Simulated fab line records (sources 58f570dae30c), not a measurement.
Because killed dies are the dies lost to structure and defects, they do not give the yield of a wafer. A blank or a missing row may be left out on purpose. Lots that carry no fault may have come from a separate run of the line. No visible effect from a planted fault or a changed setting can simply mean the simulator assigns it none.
A struck lot beside a sound one / flow berkeley-cmos170 / 17 out of 331 route steps
Sound: wafers L114.1, L114.2, L114.5. Wafers L122.1, L122.5, L122.6 were the ones struck. The cause is named last.
Order at every step that has rows: each side's tool, ch and its chambers, its first start. Under that, the readings that differ: sound wafers / struck wafers / difference of the means / sigmas: that difference in standard deviations of wafers without a fault.
alike: words and numbers the same on both sides, and readings whose means are apart by under 2 such deviations; not compared: readings that were withheld, readings missing a value for some wafer, numbers with overlapping values and no deviation given by the record, and bounds like >300 which may hide the same value.
A row with sigmas, a row that says differs or no value, or rows on one side alone: a step with any of these is where the two part. Numbers that don't overlap but have no deviation are shown without sigmas and don't part them. A reading missing from all wafers of one side parts the sides only when that side holds two or more wafers.

first, 2 steps without rows for these wafers: UCB170_V1_PEB_10; UCB170_V1_DEVELOP_11 (develop time 45 s).
UCB170_V1_CD_MEAS_12 targets a cd of 700 nm.
  struck on cd-sem-01, day 11 12:11; sound on cd-sem-02, day 8 21:43
  alike: cd-nm
UCB170_V1_OVL_MEAS_13:
  struck on overlay-01, day 11 12:18; sound on overlay-02, day 8 21:50
  alike: V1_OVL
UCB170_V1_ETCH_14: etches SiO2 in CHF3/CF4/Ar, stops on Al, target depth 1250 nm, time 291 s.
  sound on rie-diel-01 ch 0,1,3, day 8 21:52; struck on rie-diel-03 ch 1,2, day 11 12:20
  alike: drypump-motor-current-A, oes-product-au, throttle-valve-pct
  not compared: rf-hours-counter-h
UCB170_V1_STRIP_15: strips in O2.
  sound on plasma-asher-03 ch 0,1, day 8 22:03; struck on plasma-asher-01 ch 0,1, day 11 12:31
  alike: drypump-motor-current-A, oes-product-au, strip-time-to-endpoint-s
  not compared: rf-hours-counter-h
UCB170_V1_CD_MEAS_90 targets a cd of 700 nm.
  struck on cd-sem-02, day 11 12:39; sound on cd-sem-02, day 8 22:09
  alike: cd-nm
then, 1 step without rows for these wafers: UCB170_M2_PRE_CLEAN_00 (preclean etch time 60 s).
UCB170_M2_SPUTTER_01: material Al, target thk 900 nm, time 120 s.
  struck on pvd-sputter-04, day 11 12:50; sound on pvd-sputter-03, day 8 22:20
  alike: throttle-valve-pct
UCB170_M2_RS_MEAS_02: the measuring method here is four-point-probe.
  struck on film-metro-02, day 11 12:55; sound on film-metro-02, day 8 22:25
reading=M2_AL_RS (ohm/sq); sound=0.03226 0.03219 0.03215; struck=0.03133 0.03153 0.03187; difference=-0.00062; sigmas=-2
UCB170_M2_THK_MEAS_03: measures by xrf.
  struck on film-metro-02, day 11 13:02; sound on film-metro-02, day 8 22:32
  alike: M2_AL_THK
then, 1 step without rows for these wafers: UCB170_M2_HMDS_04 (prime time 60 s).
UCB170_M2_COAT_05: resist thk 900 nm.
  sound on litho-track-02 ch 0, day 8 22:55; struck on litho-track-01 ch 0, day 11 13:58
reading=spin-speed-rpm (rpm); sound=1499.2 1499.4 1501.1; struck=1611.9 1609.4 1611.0; difference=+110.9; sigmas=+99 or more
reading=model.KrF_of_M2_COAT_05.thk-nm (nm); sound=902.3 904.2 903.5; struck=865.8 868.9 867.3; difference=-36.0; sigmas=
then, 1 step without rows for these wafers: UCB170_M2_SOFTBAKE_06 (time 60 s).
UCB170_M2_STRIP_07: strips in O2.
  sound on plasma-asher-04 ch 0,1, day 8 23:13; struck on plasma-asher-04 ch 0,1, day 11 14:16
reading=strip-time-to-endpoint-s (s); sound=22.02 22.07 22.05; struck=21.15 21.22 21.18; difference=-0.86; sigmas=-12
  alike: drypump-motor-current-A, oes-product-au
  not compared: rf-hours-counter-h
then, 1 step without rows for these wafers: UCB170_M2_STRIP_08 (strips KrF in DMSO, time 600 s).
UCB170_M3_PROBE_99:
  rows exist in the record for the struck wafers here (prober-02, day 12 02:54), but not for the sound ones

== WHERE THEY PART ==
Earliest at UCB170_M2_RS_MEAS_02; latest, in this record, at UCB170_M3_PROBE_99.

WHY: the cause the simulator had injected
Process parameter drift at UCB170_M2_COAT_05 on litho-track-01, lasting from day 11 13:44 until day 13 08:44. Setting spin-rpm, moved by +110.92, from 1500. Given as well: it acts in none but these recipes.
